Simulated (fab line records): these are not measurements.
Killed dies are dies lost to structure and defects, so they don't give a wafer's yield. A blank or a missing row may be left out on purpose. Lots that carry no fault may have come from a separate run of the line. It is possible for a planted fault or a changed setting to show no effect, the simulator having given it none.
The same fault as seen by 2 desks :: flow rit cmos :: each desk holds nothing but its own numbers, with what lay behind them at the end

== FOR THE TOOL OWNER'S DESK: pecvd-03 ==
The tool's own readings at RIT_CONTACT_CVD_00 (deposits SiO2 from TEOS, target thk 400 nm, time 61 s): means of the sampled wafers that have a number, for each lot that ran on this tool. Marked OUT: a lot whose mean sits more than 4 standard deviations from the usual mean, which makes it out of limits; the brackets give that distance.
Columns: A = heater power w at RIT_CONTACT_CVD_00, usual 321 W; B = susceptor temp C at RIT_CONTACT_CVD_00, usual 389.99 C
lot: L837
first seen here: day 3 03:44
A: 295
B: 389.71

lot: L841
first seen here: day 3 23:10
A: 310
B: 389.96

lot: L844
first seen here: day 4 20:18
A: 262
B: 389.87

lot: L856
first seen here: day 7 00:40
A: 289
B: 389.94

lot: L859
first seen here: day 7 16:11
A: 321
B: 390.07
This desk's finding: nothing out of limits on any of the 5 lots.

== METROLOGY DESK ==
What the gauges read, lot by lot, whatever tool the lot ran on: means of the sampled wafers that have a number. Marked OUT: a lot whose mean sits more than 4 standard deviations from the usual mean, which makes it out of limits; the brackets give that distance.
Columns: A = FIELD_OXIDE_LEFT_2_THK at RIT_FOX2_THK_MEAS_91, usual 235 nm; B = NLDD_RS at RIT_SDANNEAL_RS_MEAS_07, usual 151.6 ohm/sq; C = CONTACT_TEOS_THK at RIT_CONTACT_THK_MEAS_01, usual 400 nm
lot: L837
first seen here: day 2 09:32
A: 240
B: 152.3
C: 407

lot: L838
first seen here: day 2 13:27
A: 249
B: 151.8
C: 392

lot: L841
first seen here: day 3 03:53
A: 232
B: 150.6
C: 462 (+10) OUT

lot: L844
first seen here: day 3 20:01
A: 233
B: 151.6
C: 457 (+9.7) OUT

lot: L849
first seen here: day 4 21:56
A: 236
B: 151.3
C: 401

lot: L851
first seen here: day 5 06:08
A: 230
B: 151.6
C: 398

lot: L852
first seen here: day 5 12:04
A: 232
B: 151.4
C: 401

lot: L854
first seen here: day 5 21:53
A: 237
B: 151.7
C: 400

lot: L855
first seen here: day 6 02:09
A: 231
B: 151.7
C: 395

lot: L856
first seen here: day 6 06:46
A: 235
B: 151.2
C: 404

lot: L857
first seen here: day 6 11:52
A: 238
B: 151.9
C: 399

lot: L858
first seen here: day 6 17:14
A: 234
B: 151.3
C: 397

lot: L859
first seen here: day 6 22:18
A: 223
B: 151.7
C: 402

lot: L860
first seen here: day 7 03:18
A: 237
B: 151.4
C: 397
This desk reports L841, L844 out of limits; the earliest was L841 at day 3 23:14 (CONTACT_TEOS_THK at RIT_CONTACT_THK_MEAS_01). L837, L838, L849, L851, L852, L854, L855, L856, L857, L858, L859, L860: within limits.

== ALL TOGETHER ==
The metrology desk could have raised an alarm at day 3 23:14, on L841, L844.
The tool owner's desk saw nothing out of limits.
The tool owner's desk has L841, L844 on record, within its limits.
RIT_CONTACT_CVD_00 was run on pecvd-03 by each of the lots named.

== WHAT THE SIMULATOR HAD PUT IN ==
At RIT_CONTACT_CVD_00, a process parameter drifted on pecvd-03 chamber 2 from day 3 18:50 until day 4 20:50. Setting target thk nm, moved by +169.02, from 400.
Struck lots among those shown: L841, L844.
Delay in hours, fault start to first out-of-limits reading, per desk: metrology desk 4.
